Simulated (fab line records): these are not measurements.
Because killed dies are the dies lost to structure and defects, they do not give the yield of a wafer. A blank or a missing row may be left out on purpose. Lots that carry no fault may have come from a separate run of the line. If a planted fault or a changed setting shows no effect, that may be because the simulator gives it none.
Struck lot and sound lot, side by side + flow ritCmos + 15 out of 202 route steps
Sound: these wafers, L361.3, L361.4, L361.6. Struck: wafers L367.1, L367.2, L367.4. The cause is named last.
Order at every step that has rows: each side's tool, ch and its chambers, its first start. Under that, the readings that differ: sound wafers + struck wafers + difference of the means + sigmas: that difference in standard deviations of wafers without a fault.
alike: words and numbers the same on both sides, and readings whose means are apart by under 2 such deviations; not compared: readings that were withheld, readings missing a value for some wafer, numbers with overlapping values and no deviation given by the record, and bounds like >300 which may hide the same value.
A row with sigmas, a row that says differs or no value, or rows on one side alone: a step with any of these is where the two part. Numbers that have no deviation but don't overlap get no sigmas and don't part them. A reading that every wafer of one side lacks parts them only if that side has two wafers or more.

first, 2 steps without rows for these wafers: RIT_NLDD_PEB_04; RIT_NLDD_DEVELOP_05 (develop time 50 s).
RIT_NLDD_OVL_MEAS_06:
  sound on overlay-01 at day 3 03:06; struck on overlay-01 at day 4 07:08
  alike: NLDD_OVL
then, 2 steps without rows for these wafers: RIT_NLDD_HARDBAKE_07 (time 60 s); RIT_NLDD_IMPLANT_08.
RIT_NLDD_STRIP_09: strips in O2, time 180 s.
  sound on plasmaAsher-04 ch 0,1, day 3 03:29; struck on plasmaAsher-04 ch 0,1, day 4 07:29
  alike: drypumpMotorCurrentA
  not compared: rfHoursCounterH
RIT_NLDD_TW_MEAS_10:
  sound on filmMetro-04 at day 3 03:37; struck on filmMetro-02 at day 4 07:39
| reading | sound          | struck         | difference | sigmas |
|---------|----------------|----------------|------------|--------|
| NLDD_TW | 2491 2499 2502 | 2482 2478 2466 | -22        | -2     |
then, 5 steps without rows for these wafers: RIT_PLDD_HMDS_00 (prime time 60 s); RIT_PLDD_COAT_01 (resist thk 1000 nm); RIT_PLDD_SOFTBAKE_02 (time 60 s); RIT_PLDD_EXPOSE_03 (exposes mask M8, target cd 40900 nm); RIT_PLDD_PEB_04.
RIT_PLDD_DEVELOP_05: develop time 50 s.
  sound on lithoTrack-02 ch 0, day 3 04:00; struck on lithoTrack-02 ch 0, day 4 08:00
| reading            | sound             | struck            | difference | sigmas |
|--------------------|-------------------|-------------------|------------|--------|
| developerTempC (C) | 23.06 23.02 23.03 | 20.56 20.58 20.65 | -2.44      | -26    |
  alike: chillPlateTempC
RIT_PLDD_OVL_MEAS_06:
  sound on overlay-01 at day 3 04:31; struck on overlay-01 at day 4 08:41
  alike: PLDD_OVL
RIT_M1_PROBE_99:
  sound on prober-02 at day 3 18:41; struck on prober-02 at day 4 22:38
  alike: killed_at_M0_to_M3, killedAtContacts, killedAtFrontEnd, killedDies, killedOpen, killedShort

== WHERE THEY PART ==
At RIT_NLDD_TW_MEAS_10 first; at RIT_PLDD_DEVELOP_05 last (within this record only). Later steps at which nothing parts them and some readings are alike: RIT_PLDD_OVL_MEAS_06, RIT_M1_PROBE_99.

WHY: what had been put in by the simulator
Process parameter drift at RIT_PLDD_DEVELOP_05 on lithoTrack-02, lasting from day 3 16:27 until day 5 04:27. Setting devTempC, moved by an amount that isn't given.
